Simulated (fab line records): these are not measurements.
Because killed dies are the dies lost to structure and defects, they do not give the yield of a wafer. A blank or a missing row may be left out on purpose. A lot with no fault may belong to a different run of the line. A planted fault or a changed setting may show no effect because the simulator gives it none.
Chamber matching    flow berkeley cmos170    UCB170_SILICIDE_WET_ETCH_05 on wet bench-02: 4 sister chambers
The step etches Ti in SPM, time 45 s. 20 wafers are shown with their chamber, then 10 later ones without.

## WAFERS WITH THEIR CHAMBER
wafer   chamber  bath heat duty pct (%)
L508.1  0        11.5
L508.5  0        10.9
L508.6  0        9.9
L511.1  1        12.0
L511.3  1        11.1
L511.6  1        12.1
L509.3  1        12.5
L509.5  1        10.4
L509.6  1        11.0
L510.1  3        11.6
L510.5  3        10.3
L510.6  3        12.2
L513.1  1        11.0
L513.3  1        12.1
L513.4  1        12.4
L512.3  2        13.2
L512.4  2        14.7
L512.6  2        13.4
L514.1  2        14.4
L514.4  2        14.9

SIGNATURES, as means of the wafers listed above
reading             chamber 0  chamber 1  chamber 2  chamber 3  scatter within a chamber
bath heat duty pct  10.767     11.622     14.120     11.367     0.794
Rule: a wafer's distance from a chamber is the root of the sum, over the readings, of the square of ((its reading less the chamber's mean) divided by the reading's scatter). If the next closest chamber is less than 2 further off than the closest, the wafer can't be placed; otherwise it belongs to the closest. The scatter: the root of (the sum of the squares of (reading less its chamber's mean) over the shown wafers, divided by (wafers less chambers)).

## WAFERS WITH NO CHAMBER GIVEN
wafer   bath heat duty pct (%)
L514.5  15.5
L515.1  11.2
L515.4  10.7
L515.6  10.9
L517.2  11.1
L517.4  12.6
L517.5  12.2
L516.2  11.2
L516.3  9.6
L516.5  10.7

## WHICH CHAMBER EACH ONE RAN IN
wafer   from the rows above                in truth
L514.5  2                                  2
L515.1  can't be placed: 3 or 1 or 0       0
L515.4  can't be placed: 0 or 3 or 1       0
L515.6  can't be placed: 0 or 3 or 1       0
L517.2  can't be placed: 3 or 0 or 1       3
L517.4  can't be placed: 1 or 3 or 2 or 0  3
L517.5  can't be placed: 1 or 3 or 0 or 2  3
L516.2  can't be placed: 3 or 1 or 0       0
L516.3  can't be placed: 0 or 3 or 1       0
L516.5  can't be placed: 0 or 3 or 1       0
1 of 10 placed correctly. These rows do not allow placing 9 (true chamber among the candidates in 9). Wrongly placed: 0.
